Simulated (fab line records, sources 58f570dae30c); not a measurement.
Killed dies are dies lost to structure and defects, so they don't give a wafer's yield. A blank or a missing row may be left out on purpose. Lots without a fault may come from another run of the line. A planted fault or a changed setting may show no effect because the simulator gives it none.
A struck lot beside a sound one | flow berkeley_cmos170 | 15 steps out of a route of 331
Sound: wafers L184.2, L184.3, L184.5. Struck: wafers L197.1, L197.2, L197.3. The cause comes at the end.
At each step with rows: each side's tool, then ch and its chambers, then its first start. Under that, the readings that differ: sound wafers | struck wafers | difference of the means | sigmas: that difference in standard deviations of wafers without a fault.
alike: readings whose means differ by less than 2 such deviations, and words and numbers that are the same on both sides. not compared: withheld readings, readings that some wafer has no value for, bounds like >300 that may hide the same value, and numbers for which the record gives no deviation and whose values overlap.
The two part at a step that has a row with sigmas, a row that says differs or no value, or rows on one side only. Numbers that don't overlap but have no deviation are shown without sigmas and don't part them. A reading that every wafer of one side lacks parts them only if that side has two wafers or more.

UCB170_GATE_STRIP_16: strips in O2.
  sound on plasma_asher-04 ch 1, day 8 05:29; struck on plasma_asher-03 ch 0,1, day 10 09:38
  alike: drypump_motor_current_A, oes_product_au
  not compared: rf_hours_counter_h
UCB170_GATE_CD_MEAS_90: target cd 350 nm.
  sound on cd_sem-02, day 8 05:37; struck on cd_sem-02, day 10 09:44
  alike: cd_nm
then, 7 steps without rows for these wafers: UCB170_GATE_CLEAN_17 (cleans in SPM, time 600 s); UCB170_PLDD_HMDS_00 (prime time 60 s); UCB170_PLDD_COAT_01 (resist thk 900 nm); UCB170_PLDD_SOFTBAKE_02 (time 60 s); UCB170_PLDD_EXPOSE_03 (exposes mask PSELECT, target cd 1200 nm); UCB170_PLDD_PEB_04; UCB170_PLDD_DEVELOP_05 (develop time 45 s).
UCB170_PLDD_CD_MEAS_06: target cd 1200 nm.
  sound on cd_sem-01, day 8 07:15; struck on cd_sem-01, day 10 12:24
  alike: cd_nm
UCB170_PLDD_OVL_MEAS_07:
  sound on overlay-02, day 8 07:22; struck on overlay-02, day 10 12:31
  alike: PLDD_OVL
then, 1 step without rows for these wafers: UCB170_PLDD_IMPLANT_08.
UCB170_PLDD_IMPLANT_09:
  sound on implanter-02 ch 0, day 8 07:34; struck on implanter-02 ch 0, day 10 12:42
  reading                   | sound               | struck               | difference | sigmas
  beam_energy_keV           | 10.002 10.002 9.997 | 10.522 10.527 10.527 | +0.525     | +99 or more
  model.implant.rp_nm (nm)  | 10.47 10.47 10.47   | 10.71 10.71 10.71    | +0.24      |
  model.implant.drp_nm (nm) | 6.005 6.005 6.005   | 6.219 6.219 6.219    | +0.214     |
UCB170_PLDD_STRIP_10: strips in O2.
  sound on plasma_asher-03 ch 0, day 8 07:41; struck on plasma_asher-03 ch 0,1, day 10 12:51
  alike: drypump_motor_current_A, oes_product_au, strip_time_to_endpoint_s
  not compared: rf_hours_counter_h
UCB170_M3_PROBE_99:
  the record has rows for the sound wafers here (prober-02, day 9 23:26) and none for the struck ones

WHERE THEY PART
First at UCB170_PLDD_IMPLANT_09; last, within this record, at UCB170_M3_PROBE_99.

WHY: what the simulator had put in
Process parameter drift: implanter-02, from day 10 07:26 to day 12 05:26, at UCB170_PLDD_IMPLANT_09. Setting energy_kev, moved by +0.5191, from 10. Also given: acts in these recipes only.
